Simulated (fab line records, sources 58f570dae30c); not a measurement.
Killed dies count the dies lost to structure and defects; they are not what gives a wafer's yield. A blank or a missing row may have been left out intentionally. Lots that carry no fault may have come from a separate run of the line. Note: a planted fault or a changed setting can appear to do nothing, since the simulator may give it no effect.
The tool behind it: which one?    flow berkeleyCmos170    Sampling: 15 lots, 45 wafers, 4 of 331 route steps

WHAT EACH GAUGE READ, for each wafer
UCB170_ACTIVE_CD_MEAS_90 targets a cd of 1200 nm. Usual: cdNm reads 1200.0 nm (standard deviation 1.4).
lot   measured     on        cdNm (nm)             flag
L284  day 4 02:19  cdSem-02  1201.4 1200.7 1201.4  
L285  day 4 02:49  cdSem-02  1199.9 1199.0 1198.3  
L287  day 4 13:40  cdSem-02  1200.7 1200.9 1201.2  
L288  day 4 23:46  cdSem-01  1201.1 1202.1 1200.8  
L291  day 5 14:59  cdSem-01  1200.9 1201.3 1200.8  
L290  day 5 15:11  cdSem-02  1197.2 1195.7 1197.8  
L293  day 5 20:49  cdSem-02  1200.4 1199.4 1197.6  
L294  day 6 07:36  cdSem-01  1199.0 1198.2 1199.9  
L296  day 6 20:52  cdSem-02  1199.3 1198.3 1199.9  
L299  day 7 11:49  cdSem-01  1199.0 1198.9 1199.2  
L302  day 8 14:11  cdSem-02  1200.4 1199.8 1200.4  
L303  day 8 23:38  cdSem-02  1198.6 1199.4 1198.4  
L305  day 9 05:23  cdSem-02  1201.6 1202.2 1202.2  
L307  day 9 05:30  cdSem-02  1200.9 1200.8 1200.0  
L306  day 9 05:47  cdSem-01  1198.2 1198.7 1198.8  

UCB170_V1_THK_MEAS_04. Usual: for V1_POLISHED_THK the level is 1001.2 nm and the standard deviation is 1.1.
lot   measured      on            V1_POLISHED_THK (nm)  flag
L284  day 7 04:26   filmMetro-03  1002.2 1000.9 1002.1  
L285  day 7 04:26   filmMetro-01  1001.3 1001.8 1000.9  
L287  day 8 01:33   filmMetro-01  998.0 1000.7 999.3    
L288  day 8 11:13   filmMetro-02  1001.6 1000.8 1001.4  
L291  day 8 20:35   filmMetro-03  999.8 1001.1 999.8    
L290  day 8 20:35   filmMetro-02  1000.9 1000.1 1001.5  
L293  day 9 09:59   filmMetro-03  1001.8 1000.2 999.7   
L294  day 10 01:56  filmMetro-01  1002.4 1001.4 1001.2  
L296  day 10 01:56  filmMetro-02  1003.3 1001.5 1000.6  
L299  day 10 17:33  filmMetro-03  1001.7 1001.3 1003.4  
L302  day 11 10:26  filmMetro-03  1002.6 1001.7 1002.4  
L303  day 11 15:15  filmMetro-03  1001.9 1001.7 1000.6  
L305  day 11 20:52  filmMetro-01  1002.3 1000.6 1002.7  
L307  day 12 00:28  filmMetro-02  1000.3 1000.0 1000.5  
L306  day 11 19:32  filmMetro-03  1003.9 1000.9 1000.4  

UCB170_V2_CD_MEAS_90 targets a cd of 700 nm. Usual: cdNm reads 699.8 nm (standard deviation 1.6).
lot   measured      on        cdNm (nm)          flag
L284  day 7 14:48   cdSem-02  700.0 701.2 702.3  
L285  day 7 14:34   cdSem-02  697.9 698.2 696.9  
L287  day 8 12:20   cdSem-01  700.8 701.4 699.1  
L288  day 8 22:03   cdSem-02  701.1 698.7 699.9  
L291  day 9 06:23   cdSem-01  697.6 700.2 700.2  
L290  day 9 06:06   cdSem-01  699.7 699.0 697.3  
L293  day 9 18:27   cdSem-01  699.9 700.0 700.0  
L294  day 10 11:29  cdSem-02  698.5 700.1 698.1  
L296  day 10 11:34  cdSem-01  700.6 700.5 700.7  
L299  day 11 01:34  cdSem-02  696.9 697.2 697.1  
L302  day 11 20:21  cdSem-02  701.8 699.2 700.5  
L303  day 11 23:13  cdSem-02  701.4 700.7 702.0  
L305  day 12 06:12  cdSem-02  698.1 697.9 698.0  
L307  day 12 07:31  cdSem-01  699.2 699.4 699.5  
L306  day 12 03:11  cdSem-02  697.7 700.6 699.9  

EACH LOT AND THE TOOL THAT RAN IT (in order: tool; ch and the chambers of the sampled wafers; start)
lot   UCB170_SILICIDE_PRE_CLEAN_00
L284  pvdSputter-04, day 6 14:55
L285  pvdSputter-02, day 6 14:55
L287  pvdSputter-02, day 7 07:11
L288  pvdSputter-02, day 7 21:10
L291  pvdSputter-04, day 8 08:55
L290  pvdSputter-02, day 8 08:31
L293  pvdSputter-02, day 8 20:38
L294  pvdSputter-03, day 9 13:46
L296  pvdSputter-02, day 9 14:03
L299  pvdSputter-03, day 10 03:50
L302  pvdSputter-02, day 10 20:17
L303  pvdSputter-02, day 11 01:27
L305  pvdSputter-02, day 11 09:37
L307  pvdSputter-04, day 11 09:33
L306  pvdSputter-03, day 11 08:37
- UCB170_SILICIDE_PRE_CLEAN_00: preclean etch time 60 s.

WHAT THE TOOLS THEMSELVES READ (means of the sampled wafers that have a number; where no wafer has one, the mark that the record gives instead)
The record holds no such reading with a usual standard deviation.

THE ANSWER, worked out from the rows above alone
Rule: a lot counts as off when the mean over its wafers that have a number is more than 3 standard deviations away from the usual mean. Also off: a lot with no number at a reading for which 4 or more lots have one. Any other lot the step has rows for is counted as sound. After the gauges, taken in route order, come the tools' own readings; for these a lot's mean is taken, as printed above. At the first step where some lot is off, the reading lying furthest off is the one used; lots without a number count as furthest.
Nothing can be told from this: no lot is off at any reading shown.

WHAT THE SIMULATOR HAD PUT IN
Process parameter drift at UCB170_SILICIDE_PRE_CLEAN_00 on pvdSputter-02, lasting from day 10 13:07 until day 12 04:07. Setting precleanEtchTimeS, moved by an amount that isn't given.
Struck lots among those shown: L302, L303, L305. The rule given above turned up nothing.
